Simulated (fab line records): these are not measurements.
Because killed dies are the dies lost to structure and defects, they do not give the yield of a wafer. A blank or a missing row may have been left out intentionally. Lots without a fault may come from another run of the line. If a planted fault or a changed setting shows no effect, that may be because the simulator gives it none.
A struck lot beside a sound one -- flow rit cmos -- 39 out of 202 route steps
Sound: the wafers L912.1, L912.2, L912.6. Wafers L920.3, L920.4, L920.6 were the ones struck. The cause is given at the end.
Order at every step that has rows: each side's tool, ch and its chambers, its first start. Under that, the readings that differ: sound wafers -- struck wafers -- difference of the means -- sigmas: that difference in standard deviations of wafers without a fault.
alike: readings whose means differ by less than 2 such deviations, and words and numbers that are the same on both sides. not compared: withheld readings, readings that some wafer has no value for, bounds like >300 that may hide the same value, and numbers for which the record gives no deviation and whose values overlap.
The two part at a step that has a row with sigmas, a row that says differs or no value, or rows on one side only. When numbers do not overlap yet have no deviation, they are printed without sigmas and do not part them. A reading missing from all wafers of one side parts the sides only when that side holds two or more wafers.

first, 3 steps without rows for these wafers: RIT_GATE_EXPOSE_13 (exposes mask M6, target cd 150 nm); RIT_GATE_PEB_14; RIT_GATE_DEVELOP_15 (develop time 48.17 s).
RIT_GATE_CD_MEAS_16: target cd 150 nm.
  struck on cd sem-01, day 5 18:56; sound on cd sem-01, day 3 23:41
  alike: cd nm
RIT_GATE_OVL_MEAS_17:
  struck on overlay-01, day 5 19:02; sound on overlay-01, day 3 23:49
  alike: GATE_OVL
then, 1 step without rows for these wafers: RIT_GATE_HARDBAKE_18 (time 60 s).
RIT_GATE_ETCH_19: etches poly-Si in SF6/CHF3/O2, stops on SiO2, time 165 s, target depth 312.5 nm.
  sound on rie si-01 ch 1,3, day 3 23:59; struck on rie si-01 ch 0,1,2, day 5 19:12
  alike: drypump motor current A, oes product au, throttle valve pct
  not compared: rf hours counter h
RIT_GATE_STRIP_20: strips in O2, time 180 s.
  sound on plasma asher-03 ch 0,1, day 4 00:06; struck on plasma asher-03 ch 0,1, day 5 19:22
  alike: drypump motor current A
  not compared: rf hours counter h
RIT_GATE_CD_MEAS_90: target cd 150 nm.
  struck on cd sem-01, day 5 19:31; sound on cd sem-02, day 4 00:16
  alike: cd nm
then, 3 steps without rows for these wafers: RIT_REOX_CLEAN_00 (cleans in SC1, time 577 s); RIT_REOX_CLEAN_01 (cleans in dHF, time 30 s); RIT_REOX_CLEAN_02 (cleans in SC2, time 600 s).
RIT_REOX_OXIDATION_03: target thk 25.2 nm, ox time 5580 s.
  sound on furnace-01 ch 0, day 4 01:19; struck on furnace-01 ch 0, day 5 19:58
reading,sound,struck,difference,sigmas
spike tc centre C (C),905.0 905.1 904.6,908.7 909.7 908.1,+3.9,+3
spike tc load C (C),925.2 925.3 924.2,932.0 930.5 932.5,+6.8,+6
tube center temp C (C),899.93 899.88 899.94,906.3 906.17 906.37,+6.4,+77
tube_center_temp_C_max,901.9 902.1 902.3,908.4 908.1 908.7,+6.3,+19
model.SiO2_of_REOX_OXIDATION_03.thk nm (nm),25.27 25.59 25.37,27.05 26.89 26.97,+1.56,
RIT_REOX_THK_MEAS_04:
  struck on film metro-02, day 5 22:32; sound on film metro-04, day 4 03:52
reading,sound,struck,difference,sigmas
REOX_OXIDE_THK (nm),25.2 25.6 25.4,27.0 26.9 27.0,+1.6,+4
then, 6 steps without rows for these wafers: RIT_NLDD_HMDS_00 (prime time 60 s); RIT_NLDD_COAT_01 (resist thk 1000 nm); RIT_NLDD_SOFTBAKE_02 (time 60 s); RIT_NLDD_EXPOSE_03 (exposes mask M7, target cd 40700 nm); RIT_NLDD_PEB_04; RIT_NLDD_DEVELOP_05 (develop time 50 s).
RIT_NLDD_OVL_MEAS_06:
  struck on overlay-01, day 5 23:26; sound on overlay-01, day 4 04:47
  alike: NLDD_OVL
then, 2 steps without rows for these wafers: RIT_NLDD_HARDBAKE_07 (time 60 s); RIT_NLDD_IMPLANT_08.
RIT_NLDD_STRIP_09: strips in O2, time 180 s.
  sound on plasma asher-03 ch 0,1, day 4 05:28; struck on plasma asher-01 ch 0,1, day 5 23:52
reading,sound,struck,difference,sigmas
drypump motor current A (A),5.39 6.00 6.03,5.36 5.26 5.36,-0.48,-2
  not compared: rf hours counter h
RIT_NLDD_TW_MEAS_10:
  struck on film metro-01, day 6 00:00; sound on film metro-03, day 4 05:38
reading,sound,struck,difference,sigmas
NLDD_TW,2474 2488 2497,2437 2442 2428,-51,-4
then, 6 steps without rows for these wafers: RIT_PLDD_HMDS_00 (prime time 60 s); RIT_PLDD_COAT_01 (resist thk 1000 nm); RIT_PLDD_SOFTBAKE_02 (time 60 s); RIT_PLDD_EXPOSE_03 (exposes mask M8, target cd 40900 nm); RIT_PLDD_PEB_04; RIT_PLDD_DEVELOP_05 (develop time 50 s).
RIT_PLDD_OVL_MEAS_06:
  struck on overlay-02, day 6 01:09; sound on overlay-01, day 4 06:33
  alike: PLDD_OVL
then, 2 steps without rows for these wafers: RIT_PLDD_HARDBAKE_07 (time 60 s); RIT_PLDD_IMPLANT_08.
RIT_PLDD_STRIP_09: strips in O2, time 180 s.
  sound on plasma asher-02 ch 0,1, day 4 06:53; struck on plasma asher-03 ch 0,1, day 6 01:32
  alike: drypump motor current A
  not compared: rf hours counter h
RIT_PLDD_TW_MEAS_10:
  struck on film metro-01, day 6 01:40; sound on film metro-03, day 4 07:04
  alike: PLDD_TW
RIT_SPACER_CLEAN_00: cleans in SC1, time 600 s.
  sound on wet bench-02 ch 2, day 4 07:07; struck on wet bench-02 ch 2, day 6 01:43
reading,sound,struck,difference,sigmas
model.SiO2_of_REOX_OXIDATION_03.thk nm (nm),23.31 23.61 23.41,24.96 24.82 24.89,+1.45,
  alike: bath heat duty pct
then, 1 step without rows for these wafers: RIT_SPACER_CLEAN_01 (cleans in dHF, time 30 s).
RIT_M1_PROBE_99:
  struck on prober-01, day 6 15:07; sound on prober-01, day 4 20:33
reading,sound,struck,difference,sigmas
killed at contacts,1 0 1,0 0 0,-1,-3
model.etest.pmos turned.r on ohm um,3625 3561 3571,4158 4155 4220,+592,
model.etest.pmos_0p3.r on ohm um,6392 6383 6371,6822 6859 6914,+483,
model.etest.pmos_0p15.r on ohm um,2960 2851 2876,3163 3207 3252,+312,
model.etest.pldd.rs ohm sq,544.3 558.3 549.8,679 664.8 673.6,+122,
model.etest.nmos_0p15.r on ohm um,1173 1128 1153,1210 1223 1237,+72,
model.etest.nmos turned.drive ua um,313 309.7 310.7,275 283 281.5,-31,
model.etest.pldd.line ohm um,171.3 175.5 172.8,215.3 212.9 214.7,+41.1,
model.etest.nldd.rs ohm sq,380.3 386.4 380.3,412.1 408.3 411.3,+28.2,
  alike: killed_at_M0_to_M3, killed at front end, killed dies, killed open, killed short

## WHERE THEY PART
At RIT_REOX_OXIDATION_03 first; at RIT_M1_PROBE_99 last (within this record only).

WHY: what had been put in by the simulator
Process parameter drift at RIT_REOX_OXIDATION_03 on furnace-01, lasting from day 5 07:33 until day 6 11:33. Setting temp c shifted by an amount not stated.
